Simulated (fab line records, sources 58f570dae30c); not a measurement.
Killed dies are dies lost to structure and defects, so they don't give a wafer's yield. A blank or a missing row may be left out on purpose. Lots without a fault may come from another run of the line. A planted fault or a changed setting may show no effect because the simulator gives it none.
Split-lot experiment | flow berkeley_cmos170 | 5 lots, 23 wafers read, on a route of 331 steps

THE SPLIT
At UCB170_GATE_CVD_04 (deposits poly-Si from SiH4, time 1440 s, target thk 214 nm), the setting time_s was moved away from the recipe's 1440 s on 15 of the 23 wafers read, by -5.7% to +14.7%. The other wafers ran this setting at the recipe's value.

The file shows no step between the split and the reading.

THE READING
GATE_POLY_THK, in nm, at UCB170_GATE_THK_MEAS_05. Fault-free wafers of this fab line usually give 213.1 nm, standard deviation 1.7 nm.

wafer  | tool, chamber at the split | time_s as run, s | against the recipe | GATE_POLY_THK, nm | against lot-mates on the recipe
L074.2 | -, -                       | 1652             | +14.7%             | 243.4             | no lot-mate on the recipe
L074.3 | -, -                       | 1652             | +14.7%             | 245.1             | no lot-mate on the recipe
L074.4 | -, -                       | 1652             | +14.7%             | 244.1             | no lot-mate on the recipe
L074.5 | -, -                       | 1652             | +14.7%             | 241.9             | no lot-mate on the recipe
L074.6 | -, -                       | 1652             | +14.7%             | 242.3             | no lot-mate on the recipe
L076.1 | -, -                       | 1358             | -5.7%              | 201.3             | no lot-mate on the recipe
L076.2 | -, -                       | 1358             | -5.7%              | 202.4             | no lot-mate on the recipe
L076.3 | -, -                       | 1358             | -5.7%              | 202.5             | no lot-mate on the recipe
L076.4 | -, -                       | 1358             | -5.7%              | 200.7             | no lot-mate on the recipe
L076.5 | -, -                       | 1358             | -5.7%              | 202.5             | no lot-mate on the recipe
L075.1 | -, -                       | 1602             | +11.3%             | 236.0             | no lot-mate on the recipe
L075.2 | -, -                       | 1602             | +11.3%             | 237.3             | no lot-mate on the recipe
L075.4 | -, -                       | 1602             | +11.3%             | 237.0             | no lot-mate on the recipe
L075.5 | -, -                       | 1602             | +11.3%             | 235.1             | no lot-mate on the recipe
L075.6 | -, -                       | 1602             | +11.3%             | 236.1             | no lot-mate on the recipe
L077.1 | -, -                       | 1440             | recipe             | 213.6             | -
L077.3 | -, -                       | 1440             | recipe             | 213.1             | -
L077.4 | -, -                       | 1440             | recipe             | 214.6             | -
L077.5 | -, -                       | 1440             | recipe             | 212.4             | -
L077.6 | -, -                       | 1440             | recipe             | 212.6             | -
L080.1 | lpcvd-01, 0                | 1440             | recipe             | 216.0             | -
L080.2 | lpcvd-01, 0                | 1440             | recipe             | 216.4             | -
L080.6 | lpcvd-01, 0                | 1440             | recipe             | 216.9             | -

THE FIT
A straight line over all 23 wafers: GATE_POLY_THK changes by +2.01 nm for each +1% of time_s; r = +1.00; the points scatter about the line by 1.4 nm.
Too few moved wafers have a lot-mate on the recipe to fit a line with each lot's own level taken away.

THE WHOLE CHAIN: every reading that the file lists as answering this split, in the file's order
step                    | what it does                                               | reading                                                                        | change (the file's fit)              | r (the file's)
UCB170_GATE_CVD_04      | deposits poly-Si from SiH4, time 1440 s, target thk 214 nm | poly-Si_of_GATE_CVD_04.thk_nm (the simulator's own value, which no gauge read) | +2.01 nm for each +1% of the setting | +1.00
UCB170_GATE_THK_MEAS_05 |                                                            | GATE_POLY_THK                                                                  | +2.01 for each +1% of the setting    | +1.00

THE FILE'S OWN FIT
GATE_POLY_THK changes by +2.01 nm for each +1% of time_s, r = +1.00.
